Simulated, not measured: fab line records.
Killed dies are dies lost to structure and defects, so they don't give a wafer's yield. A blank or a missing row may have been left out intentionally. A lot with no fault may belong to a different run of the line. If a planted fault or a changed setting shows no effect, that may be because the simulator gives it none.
Which tool was responsible?    flow rit_cmos    45 wafers from 15 lots sampled at 6 of the route's 202 steps

== WHAT THE GAUGES READ, wafer by wafer ==
RIT_PRETRO_OVL_MEAS_06. Usual: for PRETRO_OVL the level is 1.0 nm and the standard deviation is 1.3.
lot   measured     on          PRETRO_OVL (nm)  flag
L826  day 2 07:05  overlay-02  -0.6 -2.2 1.2    
L828  day 2 16:40  overlay-01  2.3 2.6 0.9      
L829  day 2 22:03  overlay-01  0.6 -1.9 -1.2    
L831  day 3 08:30  overlay-02  2.8 0.8 0.5      
L832  day 3 12:48  overlay-02  0.7 1.0 2.2      
L833  day 3 18:13  overlay-01  4.6 3.7 2.7      
L834  day 3 22:30  overlay-02  1.9 2.1 3.3      
L835  day 4 04:52  overlay-02  1.4 2.6 1.7      
L836  day 4 08:41  overlay-02  -0.6 -0.8 0.7    
L838  day 4 18:40  overlay-01  1.7 0.7 -0.9     
L839  day 4 23:38  overlay-02  1.2 1.8 1.9      
L840  day 5 05:28  overlay-01  1.7 0.2 1.5      
L843  day 5 21:07  overlay-02  1.2 2.0 0.1      
L848  day 6 21:14  overlay-01  1.1 0.0 1.1      
L849  day 7 01:56  overlay-02  0.0 1.4 0.8      

RIT_GATE_THK_MEAS_09. Usual: for GATE_POLY_THK the level is 250.6 nm and the standard deviation is 2.7.
lot   measured     on             GATE_POLY_THK (nm)  flag
L826  day 2 11:34  film_metro-02  250.1 252.1 251.6   
L828  day 2 21:04  film_metro-03  251.3 250.2 254.4   
L829  day 3 02:43  film_metro-02  253.0 252.9 253.7   
L831  day 3 12:40  film_metro-03  247.5 246.4 249.1   
L832  day 3 16:58  film_metro-01  252.6 251.7 252.9   
L833  day 3 22:24  film_metro-03  246.3 246.1 246.8   
L834  day 4 03:17  film_metro-01  246.7 249.6 247.0   
L835  day 4 10:05  film_metro-03  246.3 246.5 246.5   
L836  day 4 13:10  film_metro-01  253.3 254.8 253.8   
L838  day 5 00:41  film_metro-03  250.0 250.5 249.6   
L839  day 5 04:37  film_metro-01  251.6 249.9 249.4   
L840  day 5 10:01  film_metro-03  251.0 251.9 249.8   
L843  day 6 01:17  film_metro-02  253.4 253.0 254.1   
L848  day 7 01:23  film_metro-03  254.2 254.5 254.2   
L849  day 7 06:15  film_metro-03  253.4 252.2 252.3   

RIT_GATE_CD_MEAS_90: target cd 150 nm. Usual: cd_nm at 149.2 nm, with a standard deviation of 2.7.
lot   measured     on         cd_nm (nm)         flag
L826  day 2 13:08  cd_sem-01  151.8 151.1 151.1  
L828  day 2 22:44  cd_sem-01  150.9 150.0 151.2  
L829  day 3 04:21  cd_sem-01  144.8 147.4 146.5  
L831  day 3 14:10  cd_sem-02  154.3 155.0 155.8  
L832  day 3 18:29  cd_sem-02  149.7 147.4 149.0  
L833  day 3 23:54  cd_sem-02  150.3 149.6 149.3  
L834  day 4 05:11  cd_sem-02  149.2 148.6 147.2  
L835  day 4 11:45  cd_sem-02  145.9 147.2 148.7  
L836  day 4 14:40  cd_sem-01  150.2 148.3 147.1  
L838  day 5 02:12  cd_sem-01  149.8 148.4 147.5  
L839  day 5 06:13  cd_sem-01  154.2 153.6 153.4  
L840  day 5 11:31  cd_sem-01  145.6 148.2 148.2  
L843  day 6 03:00  cd_sem-01  150.3 151.1 151.3  
L848  day 7 03:02  cd_sem-02  148.5 146.1 145.9  
L849  day 7 07:46  cd_sem-01  146.6 146.3 146.6  

RIT_NSD_TW_MEAS_10. Usual: for NSD_TW the level is 3135 and the standard deviation is 17.
lot   measured     on             NSD_TW          flag
L826  day 3 00:21  film_metro-04  3160 3160 3148  
L828  day 3 09:13  film_metro-02  3119 3127 3113  
L829  day 3 14:18  film_metro-01  3149 3147 3138  
L831  day 4 01:18  film_metro-02  3144 3139 3146  
L832  day 4 05:40  film_metro-04  3103 3098 3100  
L833  day 4 10:08  film_metro-01  3150 3165 3180  
L834  day 4 16:59  film_metro-01  3155 3166 3140  
L835  day 4 21:51  film_metro-02  3158 3142 3154  
L836  day 5 00:42  film_metro-04  3132 3133 3148  
L838  day 5 14:42  film_metro-01  3561 3556 3547  OFF
L839  day 5 16:21  film_metro-02  3135 3148 3140  
L840  day 5 22:16  film_metro-01  3537 3543 3559  OFF
L843  day 6 13:21  film_metro-04  3118 3119 3126  
L848  day 7 14:02  film_metro-02  3527 3543 3531  OFF
L849  day 7 18:03  film_metro-02  3129 3137 3128  

RIT_SDANNEAL_RS_MEAS_05: measures by four-point-probe. Usual: for NSD_RS the level is 84.62 ohm/sq and the standard deviation is 0.29.
lot   measured     on             NSD_RS (ohm/sq)    flag
L826  day 3 02:32  film_metro-01  84.21 84.29 84.78  
L828  day 3 11:24  film_metro-01  84.73 84.65 84.65  
L829  day 3 16:28  film_metro-02  84.91 85.00 84.87  
L831  day 4 03:20  film_metro-04  84.70 84.84 84.97  
L832  day 4 07:51  film_metro-02  84.74 84.79 84.82  
L833  day 4 12:11  film_metro-01  84.43 84.49 84.28  
L834  day 4 19:13  film_metro-04  84.48 84.64 84.72  
L835  day 5 00:02  film_metro-01  84.33 84.29 84.29  
L836  day 5 03:02  film_metro-02  84.27 84.26 84.15  
L838  day 5 17:22  film_metro-01  52.12 52.26 52.14  OFF
L839  day 5 18:22  film_metro-02  84.78 84.45 84.59  
L840  day 6 00:17  film_metro-04  52.56 52.64 52.62  OFF
L843  day 6 15:32  film_metro-04  84.86 85.01 84.87  
L848  day 7 16:25  film_metro-01  52.36 52.36 52.35  OFF
L849  day 7 20:05  film_metro-01  84.42 84.65 84.69  

== TOOL THAT RAN EACH LOT (tool first, then ch and the chambers of the sampled wafers, then the start) ==
lot   RIT_NSD_IMPLANT_08
L826  implanter-03 ch 0, day 3 00:03
L828  implanter-04 ch 0, day 3 08:53
L829  implanter-04 ch 0, day 3 13:58
L831  implanter-02 ch 0, day 4 00:59
L832  implanter-04 ch 0, day 4 05:22
L833  implanter-02 ch 0, day 4 09:49
L834  implanter-03 ch 0, day 4 16:41
L835  implanter-02 ch 0, day 4 21:34
L836  implanter-04 ch 0, day 5 00:23
L838  implanter-02 ch 0, day 5 13:48
L839  implanter-03 ch 0, day 5 16:01
L840  implanter-04 ch 0, day 5 21:38
L843  implanter-02 ch 0, day 6 13:04
L848  implanter-02 ch 0, day 7 13:26
L849  implanter-03 ch 0, day 7 17:44
- RIT_NSD_IMPLANT_08

== AS READ BY THE TOOLS THEMSELVES (means over the sampled wafers that have a number; for cases with no such wafer, the mark the record gives instead) ==
The record holds no such reading with a usual standard deviation.

== THE ANSWER, worked out from the rows above alone ==
Rule: a lot is off if the mean of its wafers that have a number lies more than 3 standard deviations from the usual mean. A lot without any number at a reading at which 4 lots or more have one is off too. Any other lot the step has rows for is counted as sound. First the gauges in route order, then the tools' own readings, where a lot's mean is used as printed above. At the first step where some lot is off, the reading lying furthest off is the one used; lots without a number count as furthest.
Off: L838, L840, L848, at RIT_NSD_TW_MEAS_10 (NSD_TW).
If a tool, at a process step before that reading, ran all the lots that are off and no sound lot after the first of them, it fits. Those tools and the gauges at RIT_NSD_TW_MEAS_10 are tried in the same way. Of those tried, none fits.

== WHAT WAS PUT IN BY THE SIMULATOR ==
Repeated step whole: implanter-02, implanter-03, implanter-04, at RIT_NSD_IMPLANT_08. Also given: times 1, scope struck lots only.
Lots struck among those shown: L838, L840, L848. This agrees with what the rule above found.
